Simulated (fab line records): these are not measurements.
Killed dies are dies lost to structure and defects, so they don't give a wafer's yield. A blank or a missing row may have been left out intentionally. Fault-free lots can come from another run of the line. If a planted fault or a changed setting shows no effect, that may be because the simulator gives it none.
Split-lot trial | flow berkeley-cmos170 | 5 lots, 23 wafers read, on a route of 331 steps

== THE SPLIT ITSELF ==
At UCB170_PWELL_CVD_05 (deposits Si3N4 from SiH2Cl2/NH3, target thk 220 nm, time 3300 s), the setting time-s was moved away from the recipe's 3300 s on 15 of the 23 wafers read, by -14.6% to +5.9%. The other wafers ran this setting at the recipe's value.

== FROM THE SPLIT TO THE READING: what the file shows between them, 4 steps ==
- UCB170_PWELL_THK_MEAS_06
- UCB170_PWELL_HMDS_07: prime time 60 s
- UCB170_PWELL_COAT_08: resist thk 900 nm
- UCB170_PWELL_DEVELOP_12: develop time 45 s

== THE READING ==
oes-product-au, in a.u., at UCB170_PWELL_ETCH_14 (etches Si3N4 in CH3F/Ar/O2, stops on SiO2, target depth 242 nm, time 151 s). Fault-free wafers of this fab line usually give 0.940 a.u., standard deviation 0.012 a.u.

wafer  | tool, chamber at the split | time-s as run, s | against the recipe | oes-product-au, a.u. | against lot-mates on the recipe
L075.1 | -, -                       | 3495             | +5.9%              | 0.972                | no lot-mate on the recipe
L075.2 | -, -                       | 3495             | +5.9%              | 0.962                | no lot-mate on the recipe
L075.3 | -, -                       | 3495             | +5.9%              | 0.957                | no lot-mate on the recipe
L075.4 | -, -                       | 3495             | +5.9%              | 0.986                | no lot-mate on the recipe
L075.5 | -, -                       | 3495             | +5.9%              | 0.960                | no lot-mate on the recipe
L079.1 | -, -                       | 3300             | recipe             | 0.956                | -
L079.2 | -, -                       | 3300             | recipe             | 0.964                | -
L079.3 | -, -                       | 3300             | recipe             | 0.945                | -
L079.4 | -, -                       | 3300             | recipe             | 0.936                | -
L079.6 | -, -                       | 3300             | recipe             | 0.951                | -
L080.2 | lpcvd-01, 1                | 3300             | recipe             | 0.932                | -
L080.3 | lpcvd-01, 1                | 3300             | recipe             | 0.925                | -
L080.4 | lpcvd-01, 1                | 3300             | recipe             | 0.946                | -
L081.1 | -, -                       | 3060             | -7.3%              | 0.895                | no lot-mate on the recipe
L081.3 | -, -                       | 3060             | -7.3%              | 0.904                | no lot-mate on the recipe
L081.4 | -, -                       | 3060             | -7.3%              | 0.874                | no lot-mate on the recipe
L081.5 | -, -                       | 3060             | -7.3%              | 0.873                | no lot-mate on the recipe
L081.6 | -, -                       | 3060             | -7.3%              | 0.896                | no lot-mate on the recipe
L082.1 | -, -                       | 2818             | -14.6%             | 0.861                | no lot-mate on the recipe
L082.2 | -, -                       | 2818             | -14.6%             | 0.872                | no lot-mate on the recipe
L082.4 | -, -                       | 2818             | -14.6%             | 0.865                | no lot-mate on the recipe
L082.5 | -, -                       | 2818             | -14.6%             | 0.863                | no lot-mate on the recipe
L082.6 | -, -                       | 2818             | -14.6%             | 0.853                | no lot-mate on the recipe

FIT RESULTS
A straight line over all 23 wafers: oes-product-au changes by +0.00544 a.u. for each +1% of time-s; r = +0.95; the points scatter about the line by 0.013 a.u.
Too few moved wafers have a lot-mate on the recipe to fit a line with each lot's own level taken away.

== THE WHOLE CHAIN: every reading that the file lists as answering this split, in the file's order ==
step                     | what it does                                                               | reading                                                                       | change (the file's fit)                   | r (the file's)
UCB170_PWELL_CVD_05      | deposits Si3N4 from SiH2Cl2/NH3, target thk 220 nm, time 3300 s            | Si3N4_of_PWELL_CVD_05.thk-nm (the simulator's own value, which no gauge read) | +2.12 nm for each +1% of the setting      | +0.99
UCB170_PWELL_THK_MEAS_06 |                                                                            | PWELL_NITRIDE_THK                                                             | +2.12 for each +1% of the setting         | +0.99
UCB170_PWELL_ETCH_14     | etches Si3N4 in CH3F/Ar/O2, stops on SiO2, target depth 242 nm, time 151 s | oes-product-au                                                                | +0.00544 a.u. for each +1% of the setting | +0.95
UCB170_PWELL_ETCH_14     | etches Si3N4 in CH3F/Ar/O2, stops on SiO2, target depth 242 nm, time 151 s | etch.depth-nm (the simulator's own value, which no gauge read)                | +2.17 nm for each +1% of the setting      | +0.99

== FILE'S OWN FIT ==
oes-product-au changes by +0.00544 a.u. for each +1% of time-s, r = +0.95.
